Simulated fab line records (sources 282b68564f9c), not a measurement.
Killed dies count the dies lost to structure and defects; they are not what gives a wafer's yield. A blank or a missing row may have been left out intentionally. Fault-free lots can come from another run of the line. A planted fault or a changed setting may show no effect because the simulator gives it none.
A struck lot beside a sound one / flow ritCmos / 39 out of 202 route steps
Sound: these wafers, L287.1, L287.4, L287.6. Struck: wafers L294.1, L294.3, L294.6. Last of all comes the cause.
For every step that has rows: the tool of each side, followed by ch and its chambers, followed by its first start. Under that, the readings that differ: sound wafers / struck wafers / difference of the means / sigmas: that difference in standard deviations of wafers without a fault.
alike: readings whose means differ by less than 2 such deviations, and words and numbers that are the same on both sides. not compared: withheld readings, readings that some wafer has no value for, bounds like >300 that may hide the same value, and numbers for which the record gives no deviation and whose values overlap.
The two part at a step that has a row with sigmas, a row that says differs or no value, or rows on one side only. Numbers that don't overlap but have no deviation are shown without sigmas and don't part them. A reading missing from all wafers of one side parts the sides only when that side holds two or more wafers.

first, 3 steps without rows for these wafers: RIT_GATE_EXPOSE_13 (exposes mask M6, target cd 150 nm); RIT_GATE_PEB_14; RIT_GATE_DEVELOP_15 (develop time 50 s).
RIT_GATE_CD_MEAS_16: target cd 150 nm.
  sound on cdSem-02 at day 4 08:41; struck on cdSem-02 at day 5 09:32
  alike: cdNm
RIT_GATE_OVL_MEAS_17:
  sound on overlay-02 at day 4 08:49; struck on overlay-02 at day 5 09:39
  alike: GATE_OVL
then, 1 step without rows for these wafers: RIT_GATE_HARDBAKE_18 (time 60 s).
RIT_GATE_ETCH_19: etches poly-Si in SF6/CHF3/O2, stops on SiO2, time 165 s, target depth 312.5 nm.
  sound on rieSi-01 ch 1,2, day 4 09:00; struck on rieSi-02 ch 0,1,2, day 5 09:50
  alike: drypumpMotorCurrentA, oesProductAu, throttleValvePct
  not compared: rfHoursCounterH
RIT_GATE_STRIP_20: strips in O2, time 180 s.
  sound on plasmaAsher-03 ch 0,1, day 4 09:07; struck on plasmaAsher-04 ch 0,1, day 5 09:56
  alike: drypumpMotorCurrentA
  not compared: rfHoursCounterH
RIT_GATE_CD_MEAS_90: target cd 150 nm.
  sound on cdSem-02 at day 4 09:17; struck on cdSem-02 at day 5 10:07
  alike: cdNm
then, 3 steps without rows for these wafers: RIT_REOX_CLEAN_00 (cleans in SC1, time 600 s); RIT_REOX_CLEAN_01 (cleans in dHF, time 30 s); RIT_REOX_CLEAN_02 (cleans in SC2, time 600 s).
RIT_REOX_OXIDATION_03: target thk 25.2 nm, ox time 5580 s.
  sound on furnace-01 ch 0, day 4 10:07; struck on furnace-03 ch 0, day 5 11:47
reading=spikeTcCentreC (C); sound=900.2 900.9 899.1; struck=915.0 914.5 916.7; difference=+15.3; sigmas=+6
reading=spikeTcLoadC (C); sound=927.1 925.2 926.8; struck=940.2 938.8 938.4; difference=+12.8; sigmas=+8
reading=spikeTcSourceC (C); sound=923.8 923.2 922.5; struck=932.9 931.3 932.0; difference=+8.9; sigmas=+5
reading=model.SiO2_of_REOX_OXIDATION_03.thkNm (nm); sound=23.81 23.6 23.73; struck=27.37 27.86 27.61; difference=+3.90; sigmas=
RIT_REOX_THK_MEAS_04:
  sound on filmMetro-02 at day 4 12:40; struck on filmMetro-02 at day 5 14:20
reading=REOX_OXIDE_THK (nm); sound=23.8 23.6 23.7; struck=27.4 27.9 27.6; difference=+3.9; sigmas=+7
then, 6 steps without rows for these wafers: RIT_NLDD_HMDS_00 (prime time 60 s); RIT_NLDD_COAT_01 (resist thk 1000 nm); RIT_NLDD_SOFTBAKE_02 (time 60 s); RIT_NLDD_EXPOSE_03 (exposes mask M7, target cd 40700 nm); RIT_NLDD_PEB_04; RIT_NLDD_DEVELOP_05 (develop time 50 s).
RIT_NLDD_OVL_MEAS_06:
  sound on overlay-02 at day 4 13:35; struck on overlay-01 at day 5 15:29
  alike: NLDD_OVL
then, 2 steps without rows for these wafers: RIT_NLDD_HARDBAKE_07 (time 60 s); RIT_NLDD_IMPLANT_08.
RIT_NLDD_STRIP_09: strips in O2, time 180 s.
  sound on plasmaAsher-04 ch 0, day 4 13:55; struck on plasmaAsher-02 ch 0,1, day 5 15:49
  alike: drypumpMotorCurrentA
  not compared: rfHoursCounterH
RIT_NLDD_TW_MEAS_10:
  sound on filmMetro-03 at day 4 14:05; struck on filmMetro-03 at day 5 15:59
reading=NLDD_TW; sound=2513 2509 2523; struck=2475 2477 2483; difference=-37; sigmas=-2
then, 6 steps without rows for these wafers: RIT_PLDD_HMDS_00 (prime time 60 s); RIT_PLDD_COAT_01 (resist thk 1000 nm); RIT_PLDD_SOFTBAKE_02 (time 60 s); RIT_PLDD_EXPOSE_03 (exposes mask M8, target cd 40900 nm); RIT_PLDD_PEB_04; RIT_PLDD_DEVELOP_05 (develop time 50 s).
RIT_PLDD_OVL_MEAS_06:
  sound on overlay-01 at day 4 15:00; struck on overlay-02 at day 5 16:54
  alike: PLDD_OVL
then, 2 steps without rows for these wafers: RIT_PLDD_HARDBAKE_07 (time 60 s); RIT_PLDD_IMPLANT_08.
RIT_PLDD_STRIP_09: strips in O2, time 180 s.
  sound on plasmaAsher-04 ch 0,1, day 4 15:20; struck on plasmaAsher-02 ch 0,1, day 5 17:14
  alike: drypumpMotorCurrentA
  not compared: rfHoursCounterH
RIT_PLDD_TW_MEAS_10:
  sound on filmMetro-04 at day 4 15:31; struck on filmMetro-04 at day 5 17:25
  alike: PLDD_TW
RIT_SPACER_CLEAN_00: cleans in SC1, time 600 s.
  sound on wetBench-01 ch 0, day 4 15:34; struck on wetBench-02 ch 3, day 5 17:28
reading=model.SiO2_of_REOX_OXIDATION_03.thkNm (nm); sound=22.01 21.81 21.93; struck=25.25 25.71 25.48; difference=+3.56; sigmas=
  alike: bathGuardTempC
then, 1 step without rows for these wafers: RIT_SPACER_CLEAN_01 (cleans in dHF, time 30 s).
RIT_M1_PROBE_99:
  rows exist in the record for the sound wafers here (prober-02, day 5 06:09), none for the struck ones

## WHERE THEY PART
Last at RIT_M1_PROBE_99 as far as this record goes, first at RIT_REOX_OXIDATION_03.

WHY: the cause the simulator had injected
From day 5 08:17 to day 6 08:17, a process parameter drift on furnace-03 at RIT_REOX_OXIDATION_03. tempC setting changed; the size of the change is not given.
